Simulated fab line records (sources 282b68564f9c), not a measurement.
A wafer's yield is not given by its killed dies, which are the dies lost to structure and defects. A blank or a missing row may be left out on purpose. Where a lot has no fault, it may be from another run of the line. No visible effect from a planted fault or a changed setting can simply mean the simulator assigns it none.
Which tool is to blame? | flow rit-cmos | Sampling: 14 lots, 42 wafers, 2 of 202 route steps

## WHAT EACH GAUGE READ, for each wafer
RIT_GATE_THK_MEAS_07.
lot  | measured    | on            | GATE_OXIDE_THK (nm)
L115 | day 2 10:20 | film-metro-02 | 2.94 3.02 2.95
L117 | day 2 19:43 | film-metro-03 | 3.04 3.01 3.09
L118 | day 3 01:02 | film-metro-04 | 3.00 2.95 2.99
L119 | day 3 08:51 | film-metro-03 | 2.98 2.98 3.02
L120 | day 3 12:13 | film-metro-02 | 3.01 2.95 2.98
L121 | day 3 18:16 | film-metro-03 | 2.96 2.99 3.00
L122 | day 3 21:08 | film-metro-04 | 2.97 3.03 3.00
L123 | day 4 07:24 | film-metro-03 | 3.04 3.00 3.06
L128 | day 5 02:12 | film-metro-02 | 2.41 2.46 2.59
L130 | day 5 15:36 | film-metro-02 | 2.33 2.42 2.41
L133 | day 6 04:49 | film-metro-02 | 2.96 2.96 2.97
L134 | day 6 10:14 | film-metro-04 | 2.87 2.96 2.87
L135 | day 6 13:23 | film-metro-04 | 2.96 2.98 2.96
L136 | day 6 18:59 | film-metro-02 | 3.10 3.07 3.14

## WHAT TOOL EACH LOT RAN ON (gives the tool, then ch and the chambers of the sampled wafers, and finally the start)
lot  | RIT_GATE_OXIDATION_05
L115 | furnace-03 ch 0, day 2 09:00
L117 | furnace-01 ch 0, day 2 18:22
L118 | furnace-04 ch 0, day 2 23:43
L119 | furnace-03 ch 0, day 3 05:57
L120 | furnace-01 ch 0, day 3 10:53
L121 | furnace-03 ch 0, day 3 15:44
L122 | furnace-01 ch 0, day 3 19:49
L123 | furnace-01 ch 0, day 4 06:04
L128 | furnace-03 ch 0, day 5 00:53
L130 | furnace-03 ch 0, day 5 13:17
L133 | furnace-04 ch 0, day 6 03:29
L134 | furnace-04 ch 0, day 6 08:55
L135 | furnace-04 ch 0, day 6 12:03
L136 | furnace-04 ch 0, day 6 17:01
- RIT_GATE_OXIDATION_05: target thk 3 nm, ox time 270 s.

## WHAT THE TOOLS THEMSELVES READ (means of the sampled wafers that have a number; where no wafer has one, the mark that the record gives instead)
RIT_GATE_OXIDATION_05.
lot  | tool       | spike-tc-centre-C (C) | spike-tc-load-C (C) | spike-tc-source-C (C)
L115 | furnace-03 | 902.9                 | 924                 | 919.6
L117 | furnace-01 | 901.9                 | 920                 | 925.3
L118 | furnace-04 | 905.5                 | 928                 | 920.5
L119 | furnace-03 | 903.9                 | 923                 | 920.8
L120 | furnace-01 | 901.8                 | 920                 | 926.0
L121 | furnace-03 | 902.9                 | 923                 | 920.1
L122 | furnace-01 | 901.7                 | 920                 | 924.5
L123 | furnace-01 | 900.2                 | 920                 | 925.6
L128 | furnace-03 | 887.7                 | 908                 | 904.8
L130 | furnace-03 | 886.0                 | 907                 | 903.6
L133 | furnace-04 | 906.4                 | 928                 | 919.3
L134 | furnace-04 | 905.1                 | 927                 | 920.3
L135 | furnace-04 | 904.5                 | 927                 | 919.8
L136 | furnace-04 | 905.5                 | 928                 | 919.9

## THE ANSWER, worked out from the rows above alone
Rule: usual is defined by the lots themselves. Put in order of their means at a reading, lots are off if they are a third of the lots or fewer, leave a main group of 4 or more, and stand apart from it by a gap of 3 or more times the standard deviation of the main group's means; of several such gaps the widest counts. The tables above print the reading to a certain number of digits; a main group whose means all agree to those digits is not used. Also off: a lot with no number at a reading for which 4 or more lots have one. All remaining lots with rows at the step are treated as sound. The gauges are gone through in route order, then the tools' own readings, and for those a lot's mean is taken as printed above. At the first step where some lot is off, the reading lying furthest off is the one used; lots without a number count as furthest.
Off: L128, L130, at RIT_GATE_THK_MEAS_07 (GATE_OXIDE_THK). Mean 2.99 nm and standard deviation 0.048 in the main group.
If a tool, at a process step before that reading, ran all the lots that are off and no sound lot after the first of them, it fits. Not tried: the gauges at RIT_GATE_THK_MEAS_07; whatever is off there is also off at RIT_GATE_OXIDATION_05, on other tools, and gauge error can't account for it. One fits: RIT_GATE_OXIDATION_05 on furnace-03. A fault onset in the window from L121 (day 3 15:44, its last sound lot) to L128 (day 5 00:53, its first lot off) fits.
The tool's own readings at RIT_GATE_OXIDATION_05 bear it out: on the lots that are off they differ by more than 5 times the standard deviation of the sound lots' means. spike-tc-centre-C reads 886.9 C there against 903.5 C on the sound lots; spike-tc-source-C reads 904.2 C there against 921.8 C on the sound lots.

## WHAT THE SIMULATOR HAD PUT IN
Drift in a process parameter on furnace-03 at RIT_GATE_OXIDATION_05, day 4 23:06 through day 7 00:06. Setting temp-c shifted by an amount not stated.
Struck lots among those shown: L128, L130. The rule above found the same.
